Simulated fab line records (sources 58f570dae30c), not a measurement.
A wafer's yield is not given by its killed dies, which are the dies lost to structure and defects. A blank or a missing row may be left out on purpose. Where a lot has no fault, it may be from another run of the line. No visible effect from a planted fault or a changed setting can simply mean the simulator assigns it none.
fab line records	flow berkeley-cmos170
record: lots: 13	wafers: 39	last-day: 12
route steps=331 shown NLDD@209 SILICIDE@213 V1@254
lots untouched by any fault: they come from a run of this same line in which no faults occurred
start-h: hours from the record's first day to the start of the lot's first wafer shown	wait-h: hours elapsed since this lot's preceding step	" same as the row above	L1.1+2: one row covering several wafers at once	- no value, or no start given	* or withheld: withheld	< > ~ a bound
route shown NAME@n: NAME is a module with steps in the file, n the number in the route of the first one	usual: mean and standard deviation over wafers with no fault	same: alike in all rows	chamber/n: place in a boat	sites: each site's reading	_std_site: the values' standard deviation	_edge_site: inner sites' mean taken away from outer sites' mean	radius-mm: for every site, how far away it sits from the centre of the wafer	mask NAME#n: copy n	behind: the most recent tool/chamber to have shaped the wafer	hold: cause of the lot's hold/its duration in hours/its outcome	device: whichever transistor did not switch (one of n, p or np)	end of line: tests run on the same wafers once the route is complete	step lacking rows: just its recipe	killed: count of dies lost to structure and defects at first sort (not the wafer's yield)	map: the dies of a wafer, with x for killed, . for not killed, _ for no die there
set.NAME: the run value of the setting; set.NAME@STEP: its run value at that earlier step	model.NAME: the simulator's own value behind a step, which no gauge read
a sample of lots followed through the steps of the route, with each step as a table and each wafer as a row
services: from which hour (start-h, from the record's first day; less than 0 if before it) a tool's chamber was out of use, for how many hours, and why
== steps ==
step: UCB170_SDANNEAL_RS_MEAS_05
recipe: thk-meas-gauge: four-point-probe
usual: NLDD_RS: 613.0/1.7
lot.wafer	tool	chamber	start-h	wait-h	NLDD_RS[ohm/sq]
L299.1	film-metro-01	-	165.57	0.1	617.4
L299.2	"	-	"	"	616.4
L299.4	"	-	"	"	618.0
L300.3	film-metro-04	-	179.98	0.1	612.8
L300.4	"	-	"	"	615.0
L300.5	"	-	"	"	614.6
L301.1	film-metro-04	-	180.82	0.1	612.6
L301.2	"	-	"	"	614.9
L301.4	"	-	"	"	614.1
L302.2	film-metro-03	-	181.00	0.1	616.1
L302.4	"	-	"	"	614.6
L302.6	"	-	"	"	615.3
L304.1	film-metro-04	-	197.92	0.1	614.5
L304.5	"	-	"	"	615.8
L304.6	"	-	"	"	614.3
L305.1	film-metro-01	-	198.72	0.1	612.0
L305.3	"	-	"	"	615.0
L305.6	"	-	"	"	612.3
L309.1	film-metro-01	-	214.74	0.1	611.4
L309.3	"	-	"	"	610.1
L309.5	"	-	"	"	612.3
L308.4	film-metro-04	-	215.20	0.1	613.3
L308.5	"	-	"	"	614.9
L308.6	"	-	"	"	612.5
L313.1	film-metro-01	-	239.81	0.1	610.1
L313.2	"	-	"	"	610.1
L313.6	"	-	"	"	608.5
L316.3	film-metro-04	-	253.64	0.1	610.3
L316.4	"	-	"	"	611.8
L316.6	"	-	"	"	611.0
L318.1	film-metro-03	-	268.80	0.1	612.5
L318.4	"	-	"	"	613.2
L318.6	"	-	"	"	613.6
L319.3	film-metro-01	-	269.05	0.1	613.0
L319.4	"	-	"	"	614.1
L319.6	"	-	"	"	612.8
L321.2	film-metro-01	-	271.43	0.1	613.9
L321.3	"	-	"	"	613.1
L321.6	"	-	"	"	612.6
step: UCB170_SILICIDE_THK_MEAS_03
recipe: thk-meas-gauge: xrf	reads: Ti_of_SILICIDE_SPUTTER_01
usual: SILICIDE_TI_THK: 30.2/0.38
lot.wafer	tool	chamber	start-h	wait-h	SILICIDE_TI_THK[nm]
L299.1	film-metro-02	-	165.90	0.1	30.8
L299.2	"	-	"	"	30.5
L299.4	"	-	"	"	30.7
L300.3	film-metro-02	-	180.30	0.1	30.1
L300.4	"	-	"	"	30.1
L300.5	"	-	"	"	29.9
L301.1	film-metro-02	-	181.15	0.1	30.2
L301.2	"	-	"	"	30.3
L301.4	"	-	"	"	30.4
L302.2	film-metro-03	-	181.33	0.1	30.3
L302.4	"	-	"	"	30.2
L302.6	"	-	"	"	30.3
L304.1	film-metro-03	-	198.26	0.1	29.9
L304.5	"	-	"	"	30.0
L304.6	"	-	"	"	29.8
L305.1	film-metro-01	-	199.06	0.1	29.9
L305.3	"	-	"	"	29.0
L305.6	"	-	"	"	29.6
L309.1	film-metro-02	-	215.07	0.1	30.3
L309.3	"	-	"	"	30.7
L309.5	"	-	"	"	30.3
L308.4	film-metro-02	-	215.51	0.1	29.5
L308.5	"	-	"	"	29.3
L308.6	"	-	"	"	29.5
L313.1	film-metro-01	-	240.14	0.1	30.7
L313.2	"	-	"	"	30.2
L313.6	"	-	"	"	30.5
L316.3	film-metro-03	-	253.96	0.1	30.5
L316.4	"	-	"	"	30.8
L316.6	"	-	"	"	30.5
L318.1	film-metro-02	-	269.28	0.1	30.4
L318.4	"	-	"	"	30.0
L318.6	"	-	"	"	29.7
L319.3	film-metro-01	-	269.39	0.1	30.6
L319.4	"	-	"	"	30.2
L319.6	"	-	"	"	30.2
L321.2	film-metro-02	-	271.76	0.1	30.1
L321.3	"	-	"	"	30.0
L321.6	"	-	"	"	30.2
step: UCB170_SILICIDE_RTA_04
recipe: temp-c: 650	time-s: 15	ambient: N2
usual: lamp-power-pct: 10.6/0.7	wafer_temp_C_max: 652.2/0.52
lot.wafer	tool	chamber	start-h	wait-h	lamp-power-pct	wafer_temp_C_max
L299.1	rtp-anneal-02	0	165.96	0.1	11.2	651.7
L299.2	"	0	"	"	11.1	651.8
L299.4	"	0	"	"	11.2	651.8
L300.3	rtp-anneal-01	0	180.37	0.1	9.7	652.7
L300.4	"	0	"	"	9.7	652.2
L300.5	"	0	"	"	9.7	652.0
L301.1	rtp-anneal-01	0	181.21	0.1	9.7	652.3
L301.2	"	0	"	"	9.7	651.7
L301.4	"	0	"	"	9.7	653.3
L302.2	rtp-anneal-02	0	181.39	0.1	11.1	652.7
L302.4	"	0	"	"	11.1	651.4
L302.6	"	0	"	"	11.1	652.7
L304.1	rtp-anneal-02	0	198.32	0.1	11.1	651.5
L304.5	"	0	"	"	11.1	652.2
L304.6	"	0	"	"	11.1	653.2
L305.1	rtp-anneal-02	0	199.12	0.1	11.1	652.1
L305.3	"	0	"	"	11.1	651.8
L305.6	"	0	"	"	11.1	652.6
L309.1	rtp-anneal-01	0	215.13	0.1	9.7	652.9
L309.3	"	0	"	"	9.7	652.6
L309.5	"	0	"	"	9.7	652.2
L308.4	rtp-anneal-01	0	215.58	0.1	9.7	651.6
L308.5	"	0	"	"	9.7	652.3
L308.6	"	0	"	"	9.7	652.2
L313.1	rtp-anneal-02	0	240.20	0.1	11.2	652.1
L313.2	"	0	"	"	11.1	652.5
L313.6	"	0	"	"	11.1	651.9
L316.3	rtp-anneal-01	0	254.02	0.1	9.7	653.0
L316.4	"	0	"	"	9.7	653.0
L316.6	"	0	"	"	9.7	652.7
L318.1	rtp-anneal-01	0	269.34	0.1	9.7	652.0
L318.4	"	0	"	"	9.7	653.5
L318.6	"	0	"	"	9.7	651.9
L319.3	rtp-anneal-02	0	269.46	0.1	11.1	652.1
L319.4	"	0	"	"	11.1	652.6
L319.6	"	0	"	"	11.2	652.0
L321.2	rtp-anneal-02	0	271.82	0.1	11.2	652.8
L321.3	"	0	"	"	11.1	651.5
L321.6	"	0	"	"	11.2	652.5
step: UCB170_V1_CVD_00
recipe: material: SiO2	target-thk-nm: 2000	temp-c: 390	precursor: TEOS/O2	time-s: 250	rf-w: 550	pressure-mtorr: 9000
usual: heater-power-w: 267/60
lot.wafer	tool	chamber	start-h	wait-h	heater-power-w
L299.1	pecvd-03	0	174.00	0.0	267
L299.2	"	1	"	"	317
L299.4	"	1	"	"	228
L300.3	pecvd-02	1	189.52	0.0	309
L300.4	"	2	"	"	274
L300.5	"	1	"	"	213
L301.1	pecvd-03	1	190.86	0.0	327
L301.2	"	2	"	"	330
L301.4	"	2	"	"	251
L302.2	pecvd-02	1	190.86	0.0	249
L302.4	"	1	"	"	303
L302.6	"	2	"	"	289
L304.1	pecvd-03	0	205.94	0.0	232
L304.5	"	0	"	"	189
L304.6	"	1	"	"	232
L305.1	pecvd-04	0	208.61	0.0	348
L305.3	"	1	"	"	183
L305.6	"	0	"	"	439
L309.1	pecvd-03	2	223.25	0.0	347
L309.3	"	1	"	"	259
L309.5	"	2	"	"	261
L308.4	pecvd-04	0	226.00	0.1	339
L308.5	"	1	"	"	135
L308.6	"	2	"	"	231
L313.1	pecvd-02	1	249.20	0.0	277
L313.2	"	0	"	"	268
L313.6	"	2	"	"	202
L316.3	pecvd-04	2	266.70	0.0	216
L316.4	"	1	"	"	181
L316.6	"	0	"	"	301
L318.1	pecvd-02	2	277.74	0.0	266
L318.4	"	2	"	"	204
L318.6	"	2	"	"	271
L319.3	pecvd-04	1	279.07	0.0	188
L319.4	"	1	"	"	119
L319.6	"	2	"	"	290
L321.2	pecvd-04	2	280.40	0.0	283
L321.3	"	1	"	"	188
L321.6	"	0	"	"	422
step: UCB170_V1_THK_MEAS_01
recipe: reads: SiO2_of_V1_CVD_00
usual: V1_TEOS_THK: 1991/26
lot.wafer	tool	chamber	start-h	wait-h	hold	V1_TEOS_THK[nm]
L299.1	film-metro-02	-	174.16	0.1	-	1980
L299.2	"	-	"	"	-	1995
L299.4	"	-	"	"	-	2008
L300.3	film-metro-04	-	189.70	0.1	-	1964
L300.4	"	-	"	"	-	1989
L300.5	"	-	"	"	-	1991
L301.1	film-metro-04	-	191.01	0.1	-	1974
L301.2	"	-	"	"	-	1985
L301.4	"	-	"	"	-	2053
L302.2	film-metro-01	-	191.02	0.1	-	1995
L302.4	"	-	"	"	-	2027
L302.6	"	-	"	"	-	1990
L304.1	film-metro-04	-	206.10	0.1	-	1980
L304.5	"	-	"	"	-	2017
L304.6	"	-	"	"	-	2005
L305.1	film-metro-02	-	208.77	0.1	-	1966
L305.3	"	-	"	"	-	1978
L305.6	"	-	"	"	-	2023
L309.1	film-metro-02	-	223.41	0.1	await-dispo/0.2h/release	911
L309.3	"	-	"	"	await-dispo/0.2h/release	1973
L309.5	"	-	"	"	await-dispo/0.2h/release	919
L309.1	film-metro-02	-	223.63	0.2	-	911
L309.3	"	-	"	"	-	1973
L309.5	"	-	"	"	-	918
L308.4	film-metro-04	-	226.10	0.0	-	2025
L308.5	"	-	"	"	-	2015
L308.6	"	-	"	"	-	2005
L313.1	film-metro-02	-	249.36	0.1	-	1946
L313.2	"	-	"	"	-	1952
L313.6	"	-	"	"	-	1986
L316.3	film-metro-01	-	266.88	0.1	-	1999
L316.4	"	-	"	"	-	1968
L316.6	"	-	"	"	-	2000
L318.1	film-metro-04	-	277.97	0.2	-	1951
L318.4	"	-	"	"	-	1991
L318.6	"	-	"	"	-	1991
L319.3	film-metro-04	-	279.24	0.1	-	1972
L319.4	"	-	"	"	-	1996
L319.6	"	-	"	"	-	2010
L321.2	film-metro-01	-	280.57	0.1	-	1982
L321.3	"	-	"	"	-	1970
L321.6	"	-	"	"	-	2011
step: UCB170_V1_ETCH_14
recipe: chemistry: CHF3/CF4/Ar	target: SiO2	stop-on: Al	CHF3_flow_sccm: 45	cf4-flow-sccm: 15	Ar_flow_sccm: 150	pressure-mtorr: 200	rf-w: 684.9	target-depth-a: 12500	over-etch-frac: 0.25	time-s: 291
usual: drypump-motor-current-A: 5.7/0.45	oes-product-au: 0.868/0.012	throttle-valve-pct: 6.87/0.062
lot.wafer	tool	chamber	start-h	wait-h	drypump-motor-current-A	oes-product-au	rf-hours-counter-h	throttle-valve-pct
L299.1	rie-diel-04	0	175.87	0.0	5.2	0.884	84	6.91
L299.2	"	2	"	"	6.3	0.867	120	6.85
L299.4	"	1	"	"	5.7	0.854	61	6.87
L300.3	rie-diel-04	1	191.72	0.0	5.7	0.855	62	6.87
L300.4	"	2	"	"	6.3	0.879	120	6.86
L300.5	"	2	"	"	6.3	0.878	-	6.84
L301.1	rie-diel-03	3	193.68	0.0	6.4	0.872	23	7.02
L301.2	"	0	"	"	5.3	0.878	2	6.75
L301.4	"	2	"	"	6.4	0.858	59	6.96
L302.2	rie-diel-04	2	193.90	0.0	6.3	0.879	121	6.85
L302.4	"	1	"	"	5.7	0.846	62	6.88
L302.6	"	3	"	"	5.6	0.850	-	6.92
L304.1	rie-diel-01	2	208.26	0.0	5.3	0.875	2	6.85
L304.5	"	1	"	"	5.2	0.875	-	6.78
L304.6	"	2	"	"	5.3	0.881	-	6.87
L305.1	rie-diel-04	0	210.49	0.0	5.2	0.874	86	6.91
L305.3	"	2	"	"	6.3	0.869	122	6.86
L305.6	"	0	"	"	5.2	0.896	-	6.90
L308.4	rie-diel-04	1	229.96	0.0	5.7	0.850	64	6.90
L308.5	"	3	"	"	5.5	0.854	-	6.90
L308.6	"	2	"	"	6.3	0.873	-	6.84
L309.1	rie-diel-03	0	243.55	0.0	5.3	0.821	3	6.75
L309.3	"	1	"	"	6.0	0.892	0	6.87
L309.5	"	3	"	"	6.4	0.838	-	7.02
L313.1	rie-diel-03	2	252.15	0.0	6.4	0.862	60	6.95
L313.2	"	3	"	"	6.5	0.870	25	7.03
L313.6	"	0	"	"	5.3	0.878	-	6.75
L316.3	rie-diel-04	2	269.02	0.0	6.3	0.874	124	6.84
L316.4	"	1	"	"	5.7	0.852	65	6.87
L316.6	"	2	"	"	6.3	0.873	-	6.86
L318.1	rie-diel-01	0	280.47	0.0	5.4	0.866	33	6.83
L318.4	"	3	"	"	6.4	0.865	86	6.87
L318.6	"	1	"	"	5.2	0.876	-	6.78
L319.3	rie-diel-01	1	282.14	0.0	5.2	0.878	55	6.78
L319.4	"	3	"	"	6.4	0.872	86	6.88
L319.6	"	1	"	"	5.2	0.872	-	6.77
L321.2	rie-diel-01	2	283.10	0.0	5.3	0.882	5	6.86
L321.3	"	1	"	"	5.2	0.872	55	6.79
L321.6	"	2	"	"	5.3	0.875	-	6.86
== services ==
tool	chamber	start-h	hours	kind
rie-diel-04	2	147.64	6.9	repair
rie-diel-01	2	149.30	-	clean
rie-diel-01	2	149.30	18.1	scheduled-down
rie-diel-01	2	149.30	18.1	vent-cycle
pecvd-02	0	149.50	-	clean
pecvd-02	1	149.50	-	clean
pecvd-02	1	154.91	3.7	repair
pecvd-04	-	178.07	14.6	pm
pecvd-02	-	187.22	0.7	repair
rtp-anneal-01	-	197.39	4.6	pm
pecvd-02	-	207.66	5.5	repair
pecvd-02	-	213.13	2.8	pm
rie-diel-03	2	220.54	15.8	repair
rie-diel-04	0	238.58	2.1	repair
rie-diel-01	0	241.82	2.2	repair
pecvd-04	-	242.50	14.0	pm
pecvd-04	0	242.50	14.0	vent-cycle
pecvd-04	1	242.50	14.0	vent-cycle
pecvd-04	2	242.50	14.0	vent-cycle
rie-diel-01	2	247.67	15.2	repair
pecvd-04	0	256.50	-	clean
pecvd-04	1	256.50	-	clean
pecvd-04	2	256.50	-	clean
pecvd-02	0	275.34	5.5	repair
== key ==
first-sign: step: UCB170_V1_THK_MEAS_01	reading: visit	direction: added
effect: step: UCB170_V1_THK_MEAS_01	reading: V1_TEOS_THK	direction: down	sigmas: 41	usual: 1991	struck: 915
effect: step: UCB170_V1_ETCH_14	reading: oes-product-au	direction: down	sigmas: 3.2	usual: 0.868	struck: 0.829
met-at UCB170_V1_CVD_00
struck-lots L309
struck-wafers L309.1,L309.5
sort-left-out L309.1,L309.5
not-acting-at UCB170_SDANNEAL_RS_MEAS_05,UCB170_SILICIDE_THK_MEAS_03,UCB170_SILICIDE_RTA_04
onset-between 190.86 223.25
fault: kind: process-parameter-drift	tool: pecvd-03	chamber: 2	onset-h: 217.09	steps: UCB170_V1_CVD_00	channel: target-thk-nm	offset: -1113.6	shape: step	end-h: 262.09	acts-in: these-recipes-only	stated: 2000
sort-left-out: the simulated sort isn't trusted on such a fault, so these wafers' sort isn't shown, and their yield isn't known
